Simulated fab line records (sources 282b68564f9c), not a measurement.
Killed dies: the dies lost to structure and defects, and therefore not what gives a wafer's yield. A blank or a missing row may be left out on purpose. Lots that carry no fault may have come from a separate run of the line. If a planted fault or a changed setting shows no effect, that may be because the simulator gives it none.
Code-filled problem report in 8D (eight disciplines) form :: flow rit cmos :: the parts of the form that need people (team, actions taken, sign-off) are left out

## 1. THE ISSUE
Across 6 wafers from 2 lots, ACTIVE_OXIDE_THK at RIT_ACTIVE_THK_MEAS_02 averages 49.5 nm, while fault-free wafers read 43.1 nm with a standard deviation of 0.78. That is +8.2 standard deviations from the usual mean.
Seen first at day 3 05:02 on film metro-02, wafer L730.1. The record holds 42 wafers of 14 lots with a number at this step. Rule for "out", or "out of limits": more than 4 standard deviations from the usual mean. Any other wafer with a number is counted as sound.

## 2. WHAT IT IS AND WHAT IT IS NOT
question: which readings at this step
is: ACTIVE_OXIDE_THK
is not: -

question: which lots
is: L730, L732
is not: L722, L723, L724, L725, L734, L736, L739, L740, L742, L743, L744, L745

question: which wafers of those lots
is: all that have a number
is not: -

question: read on which gauges
is: film metro-01, film metro-02
is not: film metro-03

question: when
is: from day 3 05:02
is not: up to then (12 sound wafers); but 24 sound wafers of L734, L736, L739, L740, L742, L743, L744, L745 came after

## 3. SUSPECTS, AND WHAT RULES EACH OUT
Counting: a tool at a process step up to the reading stays a suspect if it ran every lot that is out and no sound lot after the first of them.
- the gauge at RIT_ACTIVE_THK_MEAS_02 is ruled out. 2 gauges (film metro-01, film metro-02) read the wafers that are out.
- furnace-04 at RIT_ACTIVE_OXIDATION_01 (target thk 46.8 nm, ox time 3360 s): kept. Every lot that is out went through it, starting with L730 (day 3 03:06), and after that it ran no sound lot; the last sound lot it ran before then is L725 (day 2 01:07).
Left after counting: furnace-04 at RIT_ACTIVE_OXIDATION_01.

## 4. THE CAUSE (what the simulator had put in)
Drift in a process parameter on furnace-04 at RIT_ACTIVE_OXIDATION_01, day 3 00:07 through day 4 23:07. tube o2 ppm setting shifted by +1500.
Counting left only this tool.

## 5. THE EFFECT CHAIN, in route order
Each row: a reading where the mean over the struck wafers with a number is more than 3 standard deviations away from the usual. Scope: only readings with a usual standard deviation given in the record; hours: median across lots of the time from each lot's start at the first step in this table that gives one to its start at this step; sigmas: change in usual standard deviations.
hours: 0
step: RIT_ACTIVE_THK_MEAS_02
reading: ACTIVE_OXIDE_THK
usual: 43.1 nm
on struck wafers: 49.5
change: +6.4
sigmas: +8.2
Later measuring or inspecting steps at which every struck wafer that the step has a row for has a number for every such reading, and none has moved that far: RIT_NWELL_OVL_MEAS_06, RIT_GATE_CD_MEAS_90.

## 6. HOW IT WOULD HAVE BEEN CAUGHT EARLIER
The first out-of-limits reading at a measuring or inspecting step in this record came at day 3 05:02, 5 hours after the fault's start at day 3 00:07.
Lots out: 2; of these, L732 started RIT_ACTIVE_OXIDATION_01 on furnace-04 after day 3 05:02. A hold on the tool at that time would have spared it.
